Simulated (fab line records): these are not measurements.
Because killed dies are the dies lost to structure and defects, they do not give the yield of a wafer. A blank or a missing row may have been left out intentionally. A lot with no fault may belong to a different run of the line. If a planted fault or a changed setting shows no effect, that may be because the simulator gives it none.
A struck lot beside a sound one || flow ritCmos || 15 out of 202 route steps
Sound: wafers L286.2, L286.4, L286.5. Struck: wafers L288.1, L288.3, L288.4. The cause comes at the end.
At each step with rows: each side's tool, then ch and its chambers, then its first start. Under that, the readings that differ: sound wafers || struck wafers || difference of the means || sigmas: that difference in standard deviations of wafers without a fault.
alike: same words and numbers on both sides, and readings whose means sit less than 2 such deviations apart. not compared: any withheld reading, any reading some wafer has no value for, any bound like >300 that may hide the same value, and any number with overlapping values for which the record gives no deviation.
Wherever a step has rows on one side only, a row that says differs or no value, or a row with sigmas, the two part there. Numbers that have no deviation but don't overlap get no sigmas and don't part them. A reading missing from all wafers of one side parts the sides only when that side holds two or more wafers.

RIT_CONTACT_CVD_00: deposits SiO2 from TEOS, target thk 400 nm, time 61 s.
  sound on pecvd-02 ch 0,1,2, day 4 09:48; struck on pecvd-01 ch 0,1,2, day 4 18:34
  alike: heaterPowerW
RIT_CONTACT_THK_MEAS_01:
  sound on filmMetro-01 at day 4 09:52; struck on filmMetro-02 at day 4 18:37
  alike: CONTACT_TEOS_THK
then, 6 steps without rows for these wafers: RIT_CONTACT_HMDS_02 (prime time 60 s); RIT_CONTACT_COAT_03 (resist thk 1000 nm); RIT_CONTACT_SOFTBAKE_04 (time 60 s); RIT_CONTACT_EXPOSE_05 (exposes mask M11, target cd 1000 nm); RIT_CONTACT_PEB_06; RIT_CONTACT_DEVELOP_07 (develop time 125.5 s).
RIT_CONTACT_CD_MEAS_08: target cd 1000 nm.
  sound on cdSem-02 at day 4 11:03; struck on cdSem-01 at day 4 19:39
  alike: cdNm
RIT_CONTACT_OVL_MEAS_09:
  sound on overlay-02 at day 4 11:09; struck on overlay-02 at day 4 19:46
  alike: CONTACT_OVL
then, 1 step without rows for these wafers: RIT_CONTACT_HARDBAKE_10 (time 60 s).
RIT_CONTACT_ETCH_11: etches SiO2 in CHF3/CF4/Ar, stops on TiSi2, target depth 480 nm, time 320 s.
  sound on rieDiel-01 ch 1,2,3, day 4 11:20; struck on rieDiel-02 ch 1,2, day 4 19:57
  alike: drypumpMotorCurrentA, oesProductAu, throttleValvePct
  not compared: rfHoursCounterH
RIT_CONTACT_STRIP_12: strips in O2, time 180 s.
  sound on plasmaAsher-02 ch 0,1, day 4 11:32; struck on plasmaAsher-03 ch 0,1, day 4 20:09
  no value came back on the struck wafers for chamberPressureMTorr (mTorr), drypumpMotorCurrentA (A); on the sound wafers chamberPressureMTorr (mTorr) reads 4002 4003 4001
{"reading": "model.NOVOLAK_of_CONTACT_COAT_03.thkNm (nm)", "sound": "0 0 0", "struck": "771.3 767.1 768.7", "difference": "+769.0", "sigmas": ""}
  not compared: rfHoursCounterH
RIT_CONTACT_CD_MEAS_90: target cd 1000 nm.
  sound on cdSem-02 at day 4 11:43; struck on cdSem-01 at day 4 20:19
  alike: cdNm
RIT_M1_PROBE_99:
  sound on prober-01 at day 4 16:16; struck on prober-01 at day 5 00:58
{"reading": "killed_at_M0_to_M3", "sound": "0 0 0", "struck": "254 259 260", "difference": "+258", "sigmas": "+99 or more"}
{"reading": "killedDies", "sound": "6 6 8", "struck": "264 264 264", "difference": "+257", "sigmas": "+95"}
{"reading": "killedOnRim", "sound": "1 2 2", "struck": "70 70 70", "difference": "+68", "sigmas": "+57"}
  alike: killedAtContacts, killedAtFrontEnd, killedOpen, killedShort

## WHERE THEY PART
At RIT_CONTACT_STRIP_12 first; at RIT_M1_PROBE_99 last (within this record only).

WHY: the cause the simulator had injected
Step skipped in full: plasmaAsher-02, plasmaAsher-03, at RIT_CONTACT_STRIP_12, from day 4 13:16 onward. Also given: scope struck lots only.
